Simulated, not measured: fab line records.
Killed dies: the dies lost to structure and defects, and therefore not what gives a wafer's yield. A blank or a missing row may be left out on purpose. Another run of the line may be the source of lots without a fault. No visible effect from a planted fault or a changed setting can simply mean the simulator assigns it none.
Matching of chambers || flow rit-cmos || 3 sister chambers for RIT_SDANNEAL_CLEAN_00 on wet-bench-04
The step cleans in SC1, time 600 s. 6 wafers are shown with their chamber, then 7 later ones without.

## WAFERS, EACH WITH ITS CHAMBER
{"wafer": "L077.5", "chamber": 1, "bath-heat-duty-pct (%)": 14.4}
{"wafer": "L077.6", "chamber": 1, "bath-heat-duty-pct (%)": 15.2}
{"wafer": "L083.5", "chamber": 2, "bath-heat-duty-pct (%)": 15.0}
{"wafer": "L083.6", "chamber": 2, "bath-heat-duty-pct (%)": 15.2}
{"wafer": "L085.1", "chamber": 3, "bath-heat-duty-pct (%)": 12.7}
{"wafer": "L085.4", "chamber": 3, "bath-heat-duty-pct (%)": 13.4}

## WAFERS MISSING THEIR CHAMBER
{"wafer": "L085.6", "bath-heat-duty-pct (%)": 13.3}
{"wafer": "L093.1", "bath-heat-duty-pct (%)": 16.1}
{"wafer": "L093.2", "bath-heat-duty-pct (%)": 14.0}
{"wafer": "L093.3", "bath-heat-duty-pct (%)": 15.9}
{"wafer": "L094.2", "bath-heat-duty-pct (%)": 14.1}
{"wafer": "L094.4", "bath-heat-duty-pct (%)": 16.2}
{"wafer": "L094.5", "bath-heat-duty-pct (%)": 14.4}

## WHICH CHAMBER EACH WENT THROUGH
{"wafer": "L085.6", "from the rows above": 3, "in truth": 3}
{"wafer": "L093.1", "from the rows above": "can't be placed: 2 or 1", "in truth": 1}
{"wafer": "L093.2", "from the rows above": "can't be placed: 1 or 3 or 2", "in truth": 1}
{"wafer": "L093.3", "from the rows above": "can't be placed: 2 or 1", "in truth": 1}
{"wafer": "L094.2", "from the rows above": "can't be placed: 1 or 2 or 3", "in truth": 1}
{"wafer": "L094.4", "from the rows above": "can't be placed: 2 or 1", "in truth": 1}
{"wafer": "L094.5", "from the rows above": "can't be placed: 1 or 2", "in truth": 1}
1 of 7 placed correctly. Unplaceable from these rows: 6, with the true chamber sitting among the candidates in 6. Wrongly placed: 0.
How it was worked out, from the rows above alone: a wafer's distance from a chamber is the root of the sum, over the readings, of the square of ((its reading less the chamber's mean) divided by the reading's scatter). If the next closest chamber is less than 2 further off than the closest, the wafer can't be placed; otherwise it belongs to the closest. Each chamber's mean is taken over the wafers shown for it. The scatter is the square root of a quotient: the sum, over the shown wafers, of each reading's squared deviation from its chamber's mean, divided by wafers minus chambers.
